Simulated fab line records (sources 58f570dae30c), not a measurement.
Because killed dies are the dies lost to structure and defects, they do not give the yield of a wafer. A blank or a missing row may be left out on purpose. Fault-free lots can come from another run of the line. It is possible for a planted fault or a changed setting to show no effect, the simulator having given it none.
fab line records    flow berkeley-cmos170
[record] lots = 5  wafers = 27
route steps=331 shown ZERO@12 PWELL@48 GATE@127 SPACER@174 SDANNEAL@205 PSD@206 NSD@207 PLDD@208 V1@254 M3@331
start-h: hours from the record's opening day to when the first of the lot's shown wafers began    wait-h: hours from the lot's prior step to this one    " repeats the value in the row above    L1.1+2: one row covering several wafers at once    - either no value or no given start    * or withheld: withheld    < > ~ a bound
route shown NAME@n: a module of which the file shows steps, and the number in the route of the first    usual: mean/standard deviation taken from wafers without a fault    same: alike in all rows    chamber/n: place in a boat    sites: each site's reading    _std_site: the values' standard deviation    _edge_site: outer sites' mean less inner sites'    radius-mm: how far each site lies from the wafer's centre    mask NAME#n: copy n    behind: the tool/chamber that last shaped the wafer    hold: the reason the lot was held/the length of the hold in hours/how it ended    device: transistor that didn't switch, given as n, p or np    end of line: the route-end tests of the same wafers    for a step that has no rows: nothing shown but its recipe    killed: at the first sort, the dies lost to defects and structure; wafer yield is something else    map: the dies of a wafer, with x for killed, . for not killed, _ for no die there
set.NAME: the setting that was run; set.NAME@STEP: the one run at that earlier step    model.NAME: the simulator's own value behind a step, which no gauge read
lots with deliberately changed settings; one table per step, one row per wafer
[[steps]]
[step UCB170_ZERO_ETCH_06]
[recipe] chemistry = CHF3/CF4/Ar  target = SiO2  time-s = 12  pressure-mtorr = 100  rf-w = 500  CHF3_flow_sccm = 50  cf4-flow-sccm = 10  Ar_flow_sccm = 120  over-etch-frac = 1.58
[usual] oes-product-au = 0.614/0.012
lot.wafer  tool         chamber  start-h  wait-h  set.time-s  oes-product-au
L075.1     rie-diel-02  0        25.08    -       12          0.618
L075.2     "            3        "        "       12          0.608
L075.3     "            1        "        "       12          0.632
L075.4     "            2        "        "       5.438       0.917
L075.5     "            1        "        "       5.438       0.925
L075.6     "            2        "        "       5.438       0.914
L076.1     rie-diel-02  0        31.43    -       12          0.620
L076.2     "            2        "        "       7.636       0.750
L076.3     "            3        "        "       12          0.611
L076.4     "            1        "        "       7.636       0.772
L076.5     "            3        "        "       7.636       0.744
L076.6     "            2        "        "       12          0.628
L077.1     rie-diel-01  2        31.70    -       6.576       0.813
L077.2     "            0        "        "       6.576       0.820
L077.3     "            3        "        "       6.576       0.793
L077.4     "            1        "        "       12          0.598
L077.5     "            0        "        "       12          0.614
L077.6     "            3        "        "       12          0.610
L078.1     rie-diel-02  2        38.24    -       5.59        0.893
L078.2     "            3        "        "       12          0.602
L078.3     "            0        "        "       5.59        0.909
L078.4     "            1        "        "       12          0.630
L078.5     "            0        "        "       12          0.629
L078.6     "            1        "        "       5.59        0.916
L081.2     rie-diel-04  0        53.84    -       12          0.602
L081.4     "            2        "        "       12          0.604
L081.6     "            3        "        "       12          0.601
[step UCB170_ZERO_STRIP_07]
[recipe] chemistry = O2  power-w = 400  pressure-mtorr = 3500  platen-temp-c = withheld  o2-flow-sccm = 400  overash-fraction = 0.5
[usual] strip-time-to-endpoint-s = 21.44/0.062
lot.wafer  tool             chamber  start-h  wait-h  set.time-s@ZERO_ETCH_06  strip-time-to-endpoint-s
L075.1     plasma-asher-03  0        25.10    0.0     12                       21.41
L075.2     "                1        "        "       12                       21.54
L075.3     "                0        "        "       12                       21.47
L075.4     "                1        "        "       5.438                    21.65
L075.5     "                1        "        "       5.438                    21.68
L075.6     "                0        "        "       5.438                    21.69
L076.1     plasma-asher-03  0        31.45    0.0     12                       21.47
L076.2     "                1        "        "       7.636                    21.63
L076.3     "                1        "        "       12                       21.46
L076.4     "                0        "        "       7.636                    21.62
L076.5     "                0        "        "       7.636                    21.62
L076.6     "                1        "        "       12                       21.50
L077.1     plasma-asher-01  1        31.73    0.0     6.576                    21.55
L077.2     "                0        "        "       6.576                    21.59
L077.3     "                1        "        "       6.576                    21.55
L077.4     "                0        "        "       12                       21.42
L077.5     "                0        "        "       12                       21.44
L077.6     "                1        "        "       12                       21.42
L078.1     plasma-asher-03  0        38.26    0.0     5.59                     21.63
L078.2     "                1        "        "       12                       21.54
L078.3     "                0        "        "       5.59                     21.72
L078.4     "                1        "        "       12                       21.53
L078.5     "                1        "        "       12                       21.51
L078.6     "                0        "        "       5.59                     21.67
L081.2     plasma-asher-03  0        53.86    0.0     12                       21.38
L081.4     "                1        "        "       12                       21.41
L081.6     "                1        "        "       12                       21.45
[step UCB170_PWELL_ETCH_14]
[recipe] chemistry = CH3F/Ar/O2  target = Si3N4  stop-on = SiO2  CH3F_flow_sccm = 20  Ar_flow_sccm = 50  O2_flow_sccm = 7  pressure-mtorr = 50  rf-w = 450  target-depth-a = 2420  over-etch-frac = 0.1  time-s = 151
lot.wafer  tool         chamber  start-h  wait-h  set.time-s  model.SiO2_of_PWELL_OXIDATION_02.thk-nm  model.KrF_of_PWELL_COAT_08.thk-nm
L075.1     rie-diel-03  0        51.15    0.0     93.81       23.3                                     787.7
L075.2     "            2        "        "       151         21.54                                    724.6
L075.3     "            3        "        "       151         21.83                                    726.6
L075.4     "            1        "        "       93.81       22.99                                    786.3
L075.5     "            3        "        "       151         21.77                                    729.4
L075.6     "            2        "        "       93.81       23.7                                     786
L076.1     rie-diel-03  3        62.02    0.0     151         22.15                                    725.9
L076.2     "            0        "        "       151         22.16                                    725.9
L076.3     "            1        "        "       151         22.41                                    719.2
L076.4     "            2        "        "       151         22                                       723.9
L076.5     "            3        "        "       151         22.54                                    724.7
L076.6     "            0        "        "       151         22.41                                    725.4
L077.1     rie-diel-04  0        62.21    0.0     151         22.77                                    726.8
L077.2     "            2        "        "       151         22.46                                    721.2
L077.3     "            3        "        "       231.1       0.8672                                   638.3
L077.4     "            0        "        "       231.1       2.219                                    639.5
L077.5     "            2        "        "       151         22.63                                    723.2
L077.6     "            3        "        "       231.1       0.6279                                   637.1
L078.1     rie-diel-03  2        67.61    0.0     151         23.23                                    723.5
L078.2     "            0        "        "       151         23.62                                    726.4
L078.3     "            1        "        "       151         22.76                                    720.8
L078.4     "            3        "        "       112.3       24.12                                    766.6
L078.5     "            0        "        "       112.3       24.22                                    765.9
L078.6     "            1        "        "       112.3       24.24                                    761.7
L081.2     rie-diel-02  3        84.17    0.0     151         21.5                                     718.3
L081.4     "            2        "        "       151         22.38                                    725.6
L081.6     "            1        "        "       151         22.01                                    725.6
[step UCB170_PWELL_IMPLANT_15]
[recipe] species = B  dose-cm2 = 5e+12  energy-kev = 60  tilt-deg = 7
[step UCB170_PWELL_STRIP_16]
[recipe] chemistry = O2  power-w = 400  pressure-mtorr = 3500  platen-temp-c = withheld  o2-flow-sccm = 400  overash-fraction = 0.5
[usual] strip-time-to-endpoint-s = 18.04/0.083
lot.wafer  tool             chamber  start-h  wait-h  set.time-s@PWELL_ETCH_14  strip-time-to-endpoint-s
L075.1     plasma-asher-01  0        51.40    0.1     93.81                     19.62
L075.2     "                1        "        "       151                       18.09
L075.3     "                0        "        "       151                       18.15
L075.4     "                1        "        "       93.81                     19.56
L075.5     "                1        "        "       151                       18.22
L075.6     "                0        "        "       93.81                     19.55
L076.1     plasma-asher-01  0        62.27    0.1     151                       18.14
L076.2     "                1        "        "       151                       18.12
L076.3     "                0        "        "       151                       17.95
L076.4     "                1        "        "       151                       18.07
L076.5     "                0        "        "       151                       18.10
L076.6     "                1        "        "       151                       18.10
L077.1     plasma-asher-02  0        62.46    0.1     151                       18.14
L077.2     "                1        "        "       151                       18.00
L077.3     "                1        "        "       231.1                     16.02
L077.4     "                0        "        "       231.1                     16.03
L077.5     "                1        "        "       151                       18.06
L077.6     "                0        "        "       231.1                     16.00
L078.1     plasma-asher-04  1        67.86    0.1     151                       18.07
L078.2     "                0        "        "       151                       18.13
L078.3     "                1        "        "       151                       18.00
L078.4     "                0        "        "       112.3                     19.09
L078.5     "                0        "        "       112.3                     19.09
L078.6     "                1        "        "       112.3                     18.98
L081.2     plasma-asher-02  0        84.42    0.1     151                       17.92
L081.4     "                0        "        "       151                       18.11
L081.6     "                0        "        "       151                       18.11
[step UCB170_GATE_OXIDATION_01]
[recipe] temp-c = 850  ambient = O2  target-thk-a = 66  ox-time-s = 1800
lot.wafer  tool        chamber  start-h  wait-h  set.ox-time-s  model.SiO2_of_GATE_OXIDATION_01.thk-nm
L075.1     -           -        -        2.4     2566           8.519
L075.2     "           -        "        "       2566           8.503
L075.3     "           -        "        "       2566           8.728
L075.4     "           -        "        "       2566           8.522
L075.5     "           -        "        "       2566           8.621
L075.6     "           -        "        "       2566           8.568
L076.1     -           -        -        1.1     2300           8.01
L076.2     "           -        "        "       2300           8.081
L076.3     "           -        "        "       2300           8.214
L076.4     "           -        "        "       2300           8.153
L076.5     "           -        "        "       2300           8.055
L076.6     "           -        "        "       2300           8.095
L077.1+2   -           -        -        1.8     2564           8.766
L077.3     "           -        "        "       2564           8.939
L077.4     "           -        "        "       2564           8.896
L077.5     "           -        "        "       2564           8.845
L077.6     "           -        "        "       2564           8.803
L078.1     -           -        -        3.8     1800           6.558
L078.2     "           -        "        "       1800           6.46
L078.3     "           -        "        "       1800           6.494
L078.4     "           -        "        "       1800           6.431
L078.5     "           -        "        "       1800           6.471
L078.6     "           -        "        "       1800           6.45
L081.2     furnace-01  0        140.11   1.7     1800           6.736
L081.4     "           0        "        "       1800           6.83
L081.6     "           0        "        "       1800           6.682
[step UCB170_GATE_THK_MEAS_02]
[recipe] reads = SiO2_of_GATE_OXIDATION_01
[usual] GATE_OXIDE_THK = 6.70/0.17
lot.wafer  tool           chamber  start-h  wait-h  set.ox-time-s@GATE_OXIDATION_01  GATE_OXIDE_THK[nm]
L075.1     film-metro-04  -        -        -       2566                             8.55
L075.2     "              -        "        "       2566                             8.50
L075.3     "              -        "        "       2566                             8.71
L075.4     "              -        "        "       2566                             8.51
L075.5     "              -        "        "       2566                             8.64
L075.6     "              -        "        "       2566                             8.53
L076.1     film-metro-03  -        -        -       2300                             8.02
L076.2     "              -        "        "       2300                             8.10
L076.3     "              -        "        "       2300                             8.21
L076.4     "              -        "        "       2300                             8.13
L076.5     "              -        "        "       2300                             8.07
L076.6     "              -        "        "       2300                             8.08
L077.1     film-metro-04  -        -        -       2564                             8.79
L077.2     "              -        "        "       2564                             8.79
L077.3     "              -        "        "       2564                             9.02
L077.4     "              -        "        "       2564                             8.86
L077.5     "              -        "        "       2564                             8.85
L077.6     "              -        "        "       2564                             8.84
L078.1     film-metro-01  -        -        -       1800                             6.53
L078.2     "              -        "        "       1800                             6.44
L078.3     "              -        "        "       1800                             6.47
L078.4     "              -        "        "       1800                             6.43
L078.5     "              -        "        "       1800                             6.46
L078.6     "              -        "        "       1800                             6.45
L081.2     film-metro-01  -        141.62   0.0     1800                             6.76
L081.4     "              -        "        "       1800                             6.87
L081.6     "              -        "        "       1800                             6.70
[step UCB170_GATE_ANNEAL_03]
[recipe] temp-c = 900  time-s = 1800  ambient = N2
[step UCB170_GATE_CVD_04]
[recipe] material = poly-Si  temp-c = 610  precursor = SiH4  time-s = 1440  pressure-mtorr = 375  target-thk-nm = 214  sih4-flow-sccm = 120
[step UCB170_GATE_ETCH_14]
[recipe] chemistry = N2/H2  target-depth-a = withheld  overetch-a = withheld  target = BARC  time-s = withheld  source-w = 500  bias-w = 100  pressure-mtorr = 30  n2-flow-sccm = 100  h2-flow-sccm = 200
[step UCB170_GATE_ETCH_15]
[recipe] chemistry = HBr/Cl2  target = poly-Si  stop-on = SiO2  over-etch-frac = 0.3  icp-w = 300  bias-w = 150  time-s = 56.3  pressure-mtorr = 15  HBr_flow_sccm = 150  Cl2_flow_sccm = 50  target-depth-a = 2782
lot.wafer  tool       chamber  start-h  wait-h  set.ox-time-s@GATE_OXIDATION_01  model.SiO2_of_GATE_OXIDATION_01.thk-nm
L075.1     rie-si-02  3        115.89   -       2566                             8.519
L075.2     "          0        "        "       2566                             8.502
L075.3     "          2        "        "       2566                             8.713
L075.4     "          1        "        "       2566                             8.415
L075.5     "          1        "        "       2566                             8.515
L075.6     "          2        "        "       2566                             8.553
L077.1     rie-si-01  3        130.19   -       2564                             8.736
L077.2     "          1        "        "       2564                             8.752
L077.3     "          0        "        "       2564                             8.893
L077.4     "          2        "        "       2564                             8.896
L077.5     "          2        "        "       2564                             8.845
L077.6     "          1        "        "       2564                             8.789
L076.1     rie-si-02  2        130.78   -       2300                             7.995
L076.2     "          0        "        "       2300                             8.08
L076.3     "          3        "        "       2300                             8.214
L076.4     "          1        "        "       2300                             8.046
L076.5     "          0        "        "       2300                             8.054
L076.6     "          1        "        "       2300                             7.988
L078.1     rie-si-01  3        145.49   -       1800                             6.527
L078.2     "          2        "        "       1800                             6.46
L078.3     "          1        "        "       1800                             6.48
L078.4     "          0        "        "       1800                             6.385
L078.5     "          3        "        "       1800                             6.44
L078.6     "          0        "        "       1800                             6.404
L081.2     rie-si-02  3        149.10   -       1800                             6.736
L081.4     "          0        "        "       1800                             6.829
L081.6     "          0        "        "       1800                             6.681
[step UCB170_SPACER_ETCHBACK_03]
[recipe] stop-on = Si  target = SiO2  chemistry = CHF3/CF4/Ar  CHF3_flow_sccm = 50  cf4-flow-sccm = 10  Ar_flow_sccm = 120  pressure-mtorr = 200  rf-w = 500  target-depth-a = 3760  time-s = 100
[usual] oes-product-au = 0.885/0.02
lot.wafer  tool         chamber  start-h  wait-h  set.target-depth-a  oes-product-au
L075.1     rie-diel-03  2        121.86   0.0     3760                0.871
L075.2     "            1        "        "       3760                0.856
L075.3     "            0        "        "       2458                0.958
L075.4     "            3        "        "       2458                0.974
L075.5     "            0        "        "       3760                0.879
L075.6     "            3        "        "       2458                0.953
L076.1     rie-diel-01  3        141.16   0.0     3760                0.881
L076.2     "            2        "        "       3760                0.889
L076.3     "            0        "        "       3760                0.873
L076.4     "            0        "        "       3760                0.874
L076.5     "            3        "        "       3760                0.880
L076.6     "            2        "        "       3760                0.908
L077.1     rie-diel-02  1        141.16   0.0     4430                0.826
L077.2     "            0        "        "       3760                0.889
L077.3     "            3        "        "       3760                0.862
L077.4     "            2        "        "       3760                0.906
L077.5     "            0        "        "       4430                0.819
L077.6     "            1        "        "       4430                0.807
L078.1     rie-diel-01  2        155.04   0.0     3760                0.885
L078.2     "            0        "        "       5641                0.664
L078.3     "            3        "        "       3760                0.859
L078.4     "            2        "        "       3760                0.889
L078.5     "            0        "        "       5641                0.671
L078.6     "            3        "        "       5641                0.685
L081.2     rie-diel-01  2        157.87   0.0     3760                0.865
L081.4     "            0        "        "       3760                0.864
L081.6     "            3        "        "       3760                0.882
[step UCB170_SDANNEAL_RTA_01]
[recipe] temp-c = 1050  time-s = 5  ambient = N2
lot.wafer   tool           chamber  start-h  wait-h  set.time-s
L075.1+2+6  rtp-anneal-01  0        128.34   0.1     5
L075.3+4+5  "              0        "        "       2.364
L077.1+3+4  rtp-anneal-01  0        147.53   0.1     2.55
L077.2+5+6  "              0        "        "       5
L076.1+5+6  rtp-anneal-02  0        147.96   0.1     5
L076.2+3+4  "              0        "        "       3.985
L078.1+5+6  rtp-anneal-02  0        165.66   0.1     5
L078.2+3+4  "              0        "        "       4.064
L081.2+4+6  rtp-anneal-02  0        165.79   0.1     5
[step UCB170_SDANNEAL_RS_MEAS_02]
[recipe] thk-meas-gauge = four-point-probe
[usual] PSD_RS = 75.58/0.28
lot.wafer  tool           chamber  start-h  wait-h  set.time-s@SDANNEAL_RTA_01  PSD_RS[ohm/sq]
L075.1     film-metro-01  -        128.40   0.0     5                           75.41
L075.2     "              -        "        "       5                           75.62
L075.3     "              -        "        "       2.364                       91.90
L075.4     "              -        "        "       2.364                       91.90
L075.5     "              -        "        "       2.364                       92.32
L075.6     "              -        "        "       5                           75.33
L077.1     film-metro-02  -        147.59   0.0     2.55                        90.19
L077.2     "              -        "        "       5                           75.58
L077.3     "              -        "        "       2.55                        90.27
L077.4     "              -        "        "       2.55                        90.53
L077.5     "              -        "        "       5                           75.57
L077.6     "              -        "        "       5                           75.21
L076.1     film-metro-01  -        148.01   0.0     5                           75.80
L076.2     "              -        "        "       3.985                       79.73
L076.3     "              -        "        "       3.985                       80.02
L076.4     "              -        "        "       3.985                       80.07
L076.5     "              -        "        "       5                           75.98
L076.6     "              -        "        "       5                           75.65
L078.1     film-metro-01  -        165.72   0.0     5                           75.49
L078.2     "              -        "        "       4.064                       78.75
L078.3     "              -        "        "       4.064                       78.77
L078.4     "              -        "        "       4.064                       79.19
L078.5     "              -        "        "       5                           75.04
L078.6     "              -        "        "       5                           75.39
L081.2     film-metro-03  -        166.22   0.4     5                           75.96
L081.4     "              -        "        "       5                           75.76
L081.6     "              -        "        "       5                           75.99
[step UCB170_SDANNEAL_RS_MEAS_03]
[recipe] thk-meas-gauge = four-point-probe
[usual] NSD_RS = 37.28/0.11
lot.wafer  tool           chamber  start-h  wait-h  set.time-s@SDANNEAL_RTA_01  NSD_RS[ohm/sq]
L075.1     film-metro-01  -        128.52   0.1     5                           37.20
L075.2     "              -        "        "       5                           37.16
L075.3     "              -        "        "       2.364                       39.42
L075.4     "              -        "        "       2.364                       39.38
L075.5     "              -        "        "       2.364                       39.34
L075.6     "              -        "        "       5                           37.14
L077.1     film-metro-02  -        147.71   0.1     2.55                        39.30
L077.2     "              -        "        "       5                           37.28
L077.3     "              -        "        "       2.55                        39.36
L077.4     "              -        "        "       2.55                        39.43
L077.5     "              -        "        "       5                           37.33
L077.6     "              -        "        "       5                           37.40
L076.1     film-metro-01  -        148.13   0.1     5                           37.31
L076.2     "              -        "        "       3.985                       38.10
L076.3     "              -        "        "       3.985                       38.07
L076.4     "              -        "        "       3.985                       38.01
L076.5     "              -        "        "       5                           37.26
L076.6     "              -        "        "       5                           37.38
L078.1     film-metro-01  -        165.84   0.1     5                           37.25
L078.2     "              -        "        "       4.064                       37.79
L078.3     "              -        "        "       4.064                       37.79
L078.4     "              -        "        "       4.064                       37.81
L078.5     "              -        "        "       5                           37.23
L078.6     "              -        "        "       5                           37.12
L081.2     film-metro-03  -        166.34   0.1     5                           37.44
L081.4     "              -        "        "       5                           37.29
L081.6     "              -        "        "       5                           37.31
[step UCB170_SDANNEAL_RS_MEAS_04]
[recipe] thk-meas-gauge = four-point-probe
[usual] PLDD_RS = 1032.4/2.7
lot.wafer  tool           chamber  start-h  wait-h  set.time-s@SDANNEAL_RTA_01  PLDD_RS[ohm/sq]
L075.1     film-metro-01  -        128.64   0.1     5                           1038.2
L075.2     "              -        "        "       5                           1036.7
L075.3     "              -        "        "       2.364                       1047.9
L075.4     "              -        "        "       2.364                       1049.9
L075.5     "              -        "        "       2.364                       1048.0
L075.6     "              -        "        "       5                           1036.4
L077.1     film-metro-02  -        147.83   0.1     2.55                        1046.9
L077.2     "              -        "        "       5                           1036.6
L077.3     "              -        "        "       2.55                        1044.0
L077.4     "              -        "        "       2.55                        1046.4
L077.5     "              -        "        "       5                           1034.5
L077.6     "              -        "        "       5                           1034.2
L076.1     film-metro-01  -        148.25   0.1     5                           1029.6
L076.2     "              -        "        "       3.985                       1034.5
L076.3     "              -        "        "       3.985                       1035.3
L076.4     "              -        "        "       3.985                       1035.5
L076.5     "              -        "        "       5                           1032.3
L076.6     "              -        "        "       5                           1030.9
L078.1     film-metro-01  -        165.96   0.1     5                           1026.7
L078.2     "              -        "        "       4.064                       1034.3
L078.3     "              -        "        "       4.064                       1035.4
L078.4     "              -        "        "       4.064                       1033.6
L078.5     "              -        "        "       5                           1028.2
L078.6     "              -        "        "       5                           1028.5
L081.2     film-metro-03  -        166.46   0.1     5                           1029.1
L081.4     "              -        "        "       5                           1034.0
L081.6     "              -        "        "       5                           1029.7
[step UCB170_V1_CVD_00]
[recipe] material = SiO2  target-thk-nm = 2000  temp-c = 390  precursor = TEOS/O2  time-s = 250  rf-w = 550  pressure-mtorr = 9000
lot.wafer  tool      chamber  start-h  wait-h  set.time-s  model.SiO2_of_V1_CVD_00.thk-nm
L075.1     pecvd-01  0        141.15   0.2     189         1517
L075.2     "         2        "        "       189         1473
L075.3     "         1        "        "       250         2019
L075.4     "         1        "        "       189         1530
L075.5     "         2        "        "       250         1997
L075.6     "         0        "        "       250         2004
L077.1     pecvd-02  1        158.94   0.0     250         1972
L077.2     "         0        "        "       250         1989
L077.3     "         2        "        "       340.9       2686
L077.4     "         2        "        "       340.9       2723
L077.5     "         1        "        "       340.9       2729
L077.6     "         0        "        "       250         2011
L076.1+6   pecvd-01  1,2      160.27   0.0     250         1990
L076.2     "         0        "        "       250         1973
L076.3     "         2        "        "       250         1955
L076.4     "         0        "        "       250         2006
L076.5     "         1        "        "       250         2030
L078.1     pecvd-02  1        178.24   0.0     250         1989
L078.2     "         2        "        "       250         1962
L078.3     "         0        "        "       250         1978
L078.4     "         0        "        "       250         2007
L078.5     "         1        "        "       250         2008
L078.6     "         2        "        "       250         2004
L081.2     pecvd-01  2        178.40   0.2     250         1999
L081.4     "         1        "        "       250         2016
L081.6     "         2        "        "       250         2009
[step UCB170_V1_THK_MEAS_01]
[recipe] reads = SiO2_of_V1_CVD_00
[usual] V1_TEOS_THK = 1996/20
lot.wafer  tool           chamber  start-h  wait-h  set.time-s@V1_CVD_00  V1_TEOS_THK[nm]
L075.1     film-metro-02  -        141.30   0.1     189                   1518
L075.2     "              -        "        "       189                   1473
L075.3     "              -        "        "       250                   2018
L075.4     "              -        "        "       189                   1529
L075.5     "              -        "        "       250                   1999
L075.6     "              -        "        "       250                   2004
L077.1     film-metro-02  -        159.09   0.1     250                   1972
L077.2     "              -        "        "       250                   1990
L077.3     "              -        "        "       340.9                 2686
L077.4     "              -        "        "       340.9                 2722
L077.5     "              -        "        "       340.9                 2728
L077.6     "              -        "        "       250                   2011
L076.1     film-metro-04  -        160.43   0.1     250                   1990
L076.2     "              -        "        "       250                   1973
L076.3     "              -        "        "       250                   1955
L076.4     "              -        "        "       250                   2006
L076.5     "              -        "        "       250                   2029
L076.6     "              -        "        "       250                   1989
L078.1     film-metro-02  -        178.40   0.1     250                   1988
L078.2     "              -        "        "       250                   1961
L078.3     "              -        "        "       250                   1978
L078.4     "              -        "        "       250                   2008
L078.5     "              -        "        "       250                   2008
L078.6     "              -        "        "       250                   2005
L081.2     film-metro-03  -        178.56   0.1     250                   1999
L081.4     "              -        "        "       250                   2017
L081.6     "              -        "        "       250                   2009
[step UCB170_M3_PROBE_99]
lot.wafer  tool       chamber  start-h  wait-h  set.target-depth-a@SPACER_ETCHBACK_03  model.etest.nmos_0p35.r-on-ohm-um  model.etest.nmos_0p6.r-on-ohm-um  model.etest.pldd.line-ohm-um  model.etest.pmos_0p35.r-on-ohm-um  model.etest.pmos_0p6.r-on-ohm-um
L075.1     prober-01  -        156.73   0.1     3760                                   1694                               2702                              2102                          5480                               1.006e+04
L075.2     prober-01  -        156.78   0.1     3760                                   1685                               2701                              2063                          5487                               1.006e+04
L075.3     prober-01  -        156.83   0.2     2458                                   2713                               3883                              2146                          6017                               1.077e+04
L075.4     prober-01  -        156.88   0.2     2458                                   2444                               3602                              2080                          5968                               1.072e+04
L075.5     prober-01  -        156.93   0.2     3760                                   1722                               2774                              2049                          5668                               1.035e+04
L075.6     prober-01  -        156.98   0.2     2458                                   2537                               3712                              2042                          5962                               1.064e+04
L077.1     prober-02  -        172.18   0.1     4430                                   1489                               2525                              376.1                         3183                               7830
L077.2     prober-02  -        172.23   0.1     3760                                   1722                               2754                              2236                          5631                               1.031e+04
L077.3     prober-02  -        172.28   0.2     3760                                   1743                               2782                              2119                          5620                               1.039e+04
L077.4     prober-02  -        172.33   0.2     3760                                   1757                               2818                              2296                          5720                               1.048e+04
L077.5     prober-02  -        172.38   0.2     4430                                   1504                               2538                              351.4                         -                                  7564
L077.6     prober-02  -        172.43   0.2     4430                                   1394                               2435                              296.3                         -                                  7402
L076.1     prober-01  -        172.42   0.1     3760                                   1649                               2619                              2008                          5360                               9725
L076.2     prober-01  -        172.47   0.1     3760                                   1648                               2625                              2030                          5343                               9759
L076.3     prober-01  -        172.52   0.2     3760                                   1701                               2662                              2039                          5391                               9832
L076.4     prober-01  -        172.57   0.2     3760                                   1688                               2659                              2008                          5395                               9880
L076.5     prober-01  -        172.62   0.2     3760                                   1664                               2613                              1998                          5363                               9778
L076.6     prober-01  -        172.67   0.2     3760                                   1661                               2624                              1995                          5402                               9823
L081.2     prober-02  -        192.19   0.2     3760                                   1455                               2313                              1800                          4708                               8488
L081.4     prober-02  -        192.29   0.2     3760                                   1481                               2312                              1819                          4713                               8622
L081.6     prober-02  -        192.39   0.3     3760                                   1463                               2282                              1819                          4640                               8427
L078.1     prober-02  -        192.44   0.2     3760                                   1445                               2274                              1757                          4574                               8334
L078.2     prober-02  -        192.49   0.2     5641                                   -                                  -                                 6.401                         -                                  -
L078.3     prober-02  -        192.54   0.3     3760                                   1433                               2262                              1699                          4561                               8314
L078.5     prober-02  -        192.64   0.3     5641                                   -                                  -                                 6.387                         -                                  -
L078.6     prober-02  -        192.69   0.4     5641                                   -                                  -                                 6.388                         -                                  -
// killed by level:class
L081.2 START:geometric-particle:open=1 SPACER:geometric-particle:open=1 SILICIDE:geometric-particle:short=1 M1:geometric-particle:short=1 M3:geometric-particle:short=1
L081.4 GATE:geometric-particle:short=1 M1:geometric-particle:open=1
L081.6 SCREENOX:geometric-particle:open=1 GATE:geometric-particle:short=1
[[key]]
[split] step = UCB170_ZERO_ETCH_06  setting = time-s  stated = 12  by = wafer
[response] step = UCB170_ZERO_ETCH_06  reading = oes-product-au  change = -0.00496  per = 1%  r = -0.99
[response] step = UCB170_ZERO_STRIP_07  reading = strip-time-to-endpoint-s  change = *  per = 1%  r = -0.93
[split] step = UCB170_PWELL_ETCH_14  setting = time-s  stated = 151  by = wafer
[response] step = UCB170_PWELL_ETCH_14  reading = model.SiO2_of_PWELL_OXIDATION_02.thk-nm  shape = bent  at-lowest = 23.33  at-stated = 22.34  at-highest = 1.238
[response] step = UCB170_PWELL_ETCH_14  reading = model.KrF_of_PWELL_COAT_08.thk-nm  change = -1.6  per = 1%  r = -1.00
[response] step = UCB170_PWELL_STRIP_16  reading = strip-time-to-endpoint-s  change = *  per = 1%  r = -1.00
[split] step = UCB170_GATE_OXIDATION_01  setting = ox-time-s  stated = 1800  by = lot
[response] step = UCB170_GATE_OXIDATION_01  reading = model.SiO2_of_GATE_OXIDATION_01.thk-nm  change = +0.0505  per = 1%  r = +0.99
[response] step = UCB170_GATE_THK_MEAS_02  reading = GATE_OXIDE_THK  change = +0.0507  per = 1%  r = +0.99
[response] step = UCB170_GATE_ETCH_15  reading = model.SiO2_of_GATE_OXIDATION_01.thk-nm  change = +0.0503  per = 1%  r = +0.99
[split] step = UCB170_SPACER_ETCHBACK_03  setting = target-depth-a  stated = 3760  by = wafer
[response] step = UCB170_SPACER_ETCHBACK_03  reading = oes-product-au  change = -0.00364  per = 1%  r = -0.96
[response] step = UCB170_M3_PROBE_99  reading = model.etest.pmos_0p6.r-on-ohm-um  shape = bent  at-lowest = 1.071e+04  at-stated = 9567  at-highest = 7599
[response] step = UCB170_M3_PROBE_99  reading = model.etest.pmos_0p35.r-on-ohm-um  shape = bent  at-lowest = 5983  at-stated = 5239  at-highest = 3183
[response] step = UCB170_M3_PROBE_99  reading = model.etest.nmos_0p6.r-on-ohm-um  change = -26.3  per = 1%  r = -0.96
[response] step = UCB170_M3_PROBE_99  reading = model.etest.pldd.line-ohm-um  shape = bent  at-lowest = 2089  at-stated = 1990  at-highest = 6.392
[response] step = UCB170_M3_PROBE_99  reading = model.etest.nmos_0p35.r-on-ohm-um  change = -23  per = 1%  r = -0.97
[split] step = UCB170_SDANNEAL_RTA_01  setting = time-s  stated = 5  by = wafer
[response] step = UCB170_SDANNEAL_RS_MEAS_02  reading = PSD_RS  change = -0.295  per = 1%  r = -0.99
[response] step = UCB170_SDANNEAL_RS_MEAS_03  reading = NSD_RS  change = -0.0408  per = 1%  r = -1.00
[response] step = UCB170_SDANNEAL_RS_MEAS_04  reading = PLDD_RS  change = -0.225  per = 1%  r = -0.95
[split] step = UCB170_V1_CVD_00  setting = time-s  stated = 250  by = wafer
[response] step = UCB170_V1_CVD_00  reading = model.SiO2_of_V1_CVD_00.thk-nm  change = +20  per = 1%  r = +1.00
[response] step = UCB170_V1_THK_MEAS_01  reading = V1_TEOS_THK  change = +20  per = 1%  r = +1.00
